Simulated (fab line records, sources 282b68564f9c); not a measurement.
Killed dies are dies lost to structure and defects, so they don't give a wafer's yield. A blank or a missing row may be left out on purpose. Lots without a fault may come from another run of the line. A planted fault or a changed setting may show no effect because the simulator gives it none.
A struck lot beside a sound one | flow rit_cmos | 44 steps out of a route of 202
Sound: wafers L460.1, L460.2, L460.6. Struck: wafers L447.1, L447.2, L447.6. The cause comes at the end.
At each step with rows: each side's tool, then ch and its chambers, then its first start. Under that, the readings that differ: sound wafers | struck wafers | difference of the means | sigmas: that difference in standard deviations of wafers without a fault.
alike: readings whose means differ by less than 2 such deviations, and words and numbers that are the same on both sides. not compared: withheld readings, readings that some wafer has no value for, bounds like >300 that may hide the same value, and numbers for which the record gives no deviation and whose values overlap.
The two part at a step that has a row with sigmas, a row that says differs or no value, or rows on one side only. Numbers that don't overlap but have no deviation are shown without sigmas and don't part them. A reading that every wafer of one side lacks parts them only if that side has two wafers or more.

first, 4 steps without rows for these wafers: RIT_PLDD_SOFTBAKE_02 (time 60 s); RIT_PLDD_EXPOSE_03 (exposes mask M8, target cd 40900 nm); RIT_PLDD_PEB_04; RIT_PLDD_DEVELOP_05 (develop time 50 s).
RIT_PLDD_OVL_MEAS_06:
  sound on overlay-02, day 6 03:42; struck on overlay-01, day 3 14:02
  alike: PLDD_OVL
then, 2 steps without rows for these wafers: RIT_PLDD_HARDBAKE_07 (time 60 s); RIT_PLDD_IMPLANT_08.
RIT_PLDD_STRIP_09: strips in O2, time 180 s.
  sound on plasma_asher-01 ch 0,1, day 6 04:02; struck on plasma_asher-04 ch 0,1, day 3 14:23
  alike: drypump_motor_current_A
  not compared: rf_hours_counter_h
RIT_PLDD_TW_MEAS_10:
  sound on film_metro-02, day 6 04:13; struck on film_metro-03, day 3 14:34
  alike: PLDD_TW
then, 3 steps without rows for these wafers: RIT_SPACER_CLEAN_00 (cleans in SC1, time 600 s); RIT_SPACER_CLEAN_01 (cleans in dHF, time 30 s); RIT_SPACER_CLEAN_02 (cleans in SC2, time 600 s).
RIT_SPACER_CVD_03: deposits Si3N4 from SiH2Cl2/NH3, target thk 250 nm, time 3300 s.
  sound on lpcvd-01 ch 1, day 6 04:40; struck on lpcvd-02 ch 1, day 3 15:11
  reading                                  | sound             | struck            | difference | sigmas
  sih2cl2_flow_sccm (sccm)                 | 59.68 59.85 59.83 | 90.03 89.89 90.08 | +30.21     | +99 or more
  model.Si3N4_of_SPACER_CVD_03.thk_nm (nm) | 246.2 246.1 246.4 | 279.3 279.8 280.1 | +33.5      |
  alike: spike_tc_source_C, susceptor_temp_C
RIT_SPACER_THK_MEAS_04:
  sound on film_metro-02, day 6 06:35; struck on film_metro-03, day 3 17:07
  reading                 | sound             | struck            | difference | sigmas
  SPACER_NITRIDE_THK (nm) | 246.2 246.1 246.4 | 279.6 279.7 280.1 | +33.6      | +16
RIT_SPACER_ETCHBACK_05: etches Si3N4 in SF6/CHF3, stops on SiO2, target depth 250 nm, time 240 s.
  sound on rie_diel-01 ch 0,2, day 6 06:39; struck on rie_diel-01 ch 1,2,3, day 3 17:10
  reading                  | sound             | struck            | difference | sigmas
  oes_product_au (a.u.)    | 0.810 0.831 0.829 | 0.907 0.913 0.923 | +0.091     | +6
  model.etch.depth_nm (nm) | 246.2 246.1 246.4 | 279.3 279.8 280.1 | +33.5      |
  alike: drypump_motor_current_A, throttle_valve_pct
  not compared: rf_hours_counter_h
then, 6 steps without rows for these wafers: RIT_NSD_HMDS_00 (prime time 60 s); RIT_NSD_COAT_01 (resist thk 1000 nm); RIT_NSD_SOFTBAKE_02 (time 60 s); RIT_NSD_EXPOSE_03 (exposes mask M9, target cd 40700 nm); RIT_NSD_PEB_04; RIT_NSD_DEVELOP_05 (develop time 50 s).
RIT_NSD_OVL_MEAS_06:
  sound on overlay-02, day 6 07:39; struck on overlay-02, day 3 18:17
  reading      | sound          | struck      | difference | sigmas
  NSD_OVL (nm) | -0.5 -0.9 -2.0 | 2.3 2.1 2.5 | +3.4       | +3
then, 2 steps without rows for these wafers: RIT_NSD_HARDBAKE_07 (time 60 s); RIT_NSD_IMPLANT_08.
RIT_NSD_STRIP_09: strips in O2, time 180 s.
  sound on plasma_asher-04 ch 0,1, day 6 07:59; struck on plasma_asher-04 ch 0,1, day 3 18:38
  alike: drypump_motor_current_A
  not compared: rf_hours_counter_h
RIT_NSD_TW_MEAS_10:
  sound on film_metro-03, day 6 08:10; struck on film_metro-04, day 3 18:48
  alike: NSD_TW
then, 6 steps without rows for these wafers: RIT_PSD_HMDS_00 (prime time 60 s); RIT_PSD_COAT_01 (resist thk 1000 nm); RIT_PSD_SOFTBAKE_02 (time 60 s); RIT_PSD_EXPOSE_03 (exposes mask M10, target cd 40900 nm); RIT_PSD_PEB_04; RIT_PSD_DEVELOP_05 (develop time 50 s).
RIT_PSD_OVL_MEAS_06:
  sound on overlay-02, day 6 09:11; struck on overlay-02, day 3 19:43
  alike: PSD_OVL
then, 2 steps without rows for these wafers: RIT_PSD_HARDBAKE_07 (time 60 s); RIT_PSD_IMPLANT_08.
RIT_PSD_STRIP_09: strips in O2, time 180 s.
  sound on plasma_asher-01 ch 0,1, day 6 09:32; struck on plasma_asher-04 ch 0,1, day 3 20:03
  alike: drypump_motor_current_A
  not compared: rf_hours_counter_h
RIT_PSD_TW_MEAS_10:
  sound on film_metro-02, day 6 09:42; struck on film_metro-03, day 3 20:13
  alike: PSD_TW
then, 3 steps without rows for these wafers: RIT_SDANNEAL_CLEAN_00 (cleans in SC1, time 600 s); RIT_SDANNEAL_CLEAN_01 (cleans in dHF, time 29.45 s); RIT_SDANNEAL_CLEAN_02 (cleans in SC2, time 600 s).
RIT_SDANNEAL_RTA_03: time 5 s.
  sound on rtp_anneal-01 ch 0, day 6 10:12; struck on rtp_anneal-02 ch 0, day 3 20:40
  alike: chamber_o2_ppm, wafer_temp_C_max
RIT_SDANNEAL_RS_MEAS_04: measures by four-point-probe.
  sound on film_metro-04, day 6 10:16; struck on film_metro-02, day 3 20:43
  alike: PSD_RS
RIT_SILICIDE_WET_ETCH_00: etches SiO2 in BOE, target depth 14 nm, time 15 s.
  sound on wet_bench-03 ch 0, day 6 10:44; struck on wet_bench-01 ch 0, day 3 21:12
  reading                                  | sound         | struck            | difference | sigmas
  model.Si3N4_of_SPACER_CVD_03.thk_nm (nm) | 193 191.3 192 | 216.7 217.2 218.8 | +25.5      |
RIT_M1_PROBE_99:
  sound on prober-02, day 6 17:42; struck on prober-01, day 4 04:33
  reading                                       | sound                | struck               | difference | sigmas
  model.etest.nmos_0p15.r_on_ohm_um             | 1083 1118 1128       | 1028 1034 1003       | -88        |
  model.etest.nplus_sal.width_nm (nm)           | 3404 3427 3406       | 3400 3397 3372       | -23        |
  model.etest.pwell_pinched.rs_ohm_sq           | 456.3 465.3 467.3    | 443.5 437.7 436.9    | -23.6      |
  model.etest.nwell_pinched.rs_ohm_sq           | 336.7 341.5 340.1    | 323.3 326 318.5      | -16.8      |
  model.etest.contact_nplus.end_ohm_um          | 40.41 41.59 40.83    | 38.22 38.92 37.12    | -2.86      |
  model.etest.field_p_metal.vt_v (V)            | -27.88 -27.35 -28.04 | -31.63 -31.49 -31.96 | -3.94      |
  model.etest.diode_nplus_comb.leak_log10_a_cm2 | -5.212 -4.932 -4.966 | -5.636 -5.348 -5.5   | -0.458     |
  alike: killed_at_front_end, killed_dies, killed_open, killed_short
  not compared: model.etest.pplus_sal.width_nm

WHERE THEY PART
First at RIT_SPACER_CVD_03; last, within this record, at RIT_NSD_OVL_MEAS_06. Later steps at which nothing parts them and some readings are alike: RIT_NSD_STRIP_09, RIT_NSD_TW_MEAS_10, RIT_PSD_OVL_MEAS_06, RIT_PSD_STRIP_09, RIT_PSD_TW_MEAS_10, RIT_SDANNEAL_RTA_03, RIT_SDANNEAL_RS_MEAS_04, RIT_M1_PROBE_99.

WHY: what the simulator had put in
Process parameter drift: lpcvd-02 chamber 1, from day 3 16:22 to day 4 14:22, at RIT_SPACER_CVD_03. Setting sih2cl2_flow_sccm, moved by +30, from 60. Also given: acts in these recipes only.
